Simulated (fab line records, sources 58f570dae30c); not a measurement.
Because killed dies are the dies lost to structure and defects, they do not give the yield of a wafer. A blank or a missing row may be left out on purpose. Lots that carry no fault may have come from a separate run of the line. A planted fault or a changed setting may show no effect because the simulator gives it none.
Problem report, 8D (eight disciplines) form, completed by code | flow berkeley cmos170 | the parts of the form that need people (team, actions taken, sign-off) are left out

== 1. THE PROBLEM ==
SILICIDE_TI_RS at UCB170_SILICIDE_RS_MEAS_02 reads a mean of 16.9 ohm/sq on 1 wafer of 1 lot; wafers without a fault read 26.2 ohm/sq with a standard deviation of 0.36. That puts it -26 standard deviations away from the usual mean.
The step: measures by four-point-probe.
The first sign was on wafer L804.5 at day 10 05:52, on film metro-04. Wafers with a number at this step in the record: 37, from 13 lots. Rule for "out" (also "out of limits"): further than 4 standard deviations from the usual mean. The rest of the wafers with a number are treated as sound.

== 2. WHAT THIS IS AND IS NOT ==
question                    | is                     | is not
which readings at this step | SILICIDE_TI_RS         | -
which lots                  | L804                   | L790, L794, L795, L797, L798, L799, L801, L802, L808, L809, L811, L813
which wafers of those lots  | all that have a number | -
read on which gauges        | film metro-04          | film metro-03
when                        | from day 10 05:52      | up to then (24 sound wafers); but 12 sound wafers of L808, L809, L811, L813 came after

== 3. WHAT RULES OUT EACH SUSPECT ==
Counting: a tool at a process step up to the reading stays a suspect if it ran every lot that is out and no sound lot after the first of them.
- the gauge at UCB170_SILICIDE_RS_MEAS_02: kept. All the wafers that are out were read on film metro-04, and no step on other tools shows them out.
- pvd sputter-02 at UCB170_SILICIDE_SPUTTER_01 (material Ti, target thk 30 nm, time 25 s): kept. It ran the lot that is out, L804 (day 10 05:47), and no sound lot after that; its last sound lot up to then is L799 (day 8 23:19).
Remaining after the count are pvd sputter-02 at UCB170_SILICIDE_SPUTTER_01 and film metro-04 at UCB170_SILICIDE_RS_MEAS_02.

== 4. THE CAUSE (what the simulator had put in) ==
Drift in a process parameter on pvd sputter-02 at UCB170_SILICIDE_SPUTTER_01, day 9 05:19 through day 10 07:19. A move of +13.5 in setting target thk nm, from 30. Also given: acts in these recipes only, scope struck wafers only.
After counting, 2 suspects remain, this tool included.

== 5. THE CHAIN OF EFFECTS, in route order ==
One row per reading whose mean, taken over the struck wafers that have a number, lies over 3 standard deviations from the usual. Readings are gone through only where the record gives a usual standard deviation; hours: the median, over the lots, of the time from a lot's start at the first step in this table giving one to that lot's start at this step; sigmas: the change measured in usual standard deviations.
hours | step                        | reading         | usual       | on struck wafers | change | sigmas
0     | UCB170_SILICIDE_RS_MEAS_02  | SILICIDE_TI_RS  | 26.2 ohm/sq | 16.9             | -9.3   | -26
2     | UCB170_SILICIDE_THK_MEAS_03 | SILICIDE_TI_THK | 29.4 nm     | 42.8             | +13.4  | +30
Later steps that measure or inspect, where all struck wafers having a row at the step show a number for every such reading and not one has moved that far: UCB170_M1_OVL_MEAS_10.

== 6. WHAT WOULD HAVE CAUGHT IT SOONER ==
In this record the first reading out of limits at a measuring or inspecting step was taken at day 10 05:52, 25 hours after the fault began at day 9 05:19.
No tool reading at UCB170_SILICIDE_SPUTTER_01 that has a usual standard deviation in the record was out on any struck wafer, so an alarm limit of 4 standard deviations on those readings would not have fired.
Each of the lots that are out, 1 in all, had begun UCB170_SILICIDE_SPUTTER_01 on pvd sputter-02 no later than day 10 05:52. A hold on the tool at that time would have spared none of them.
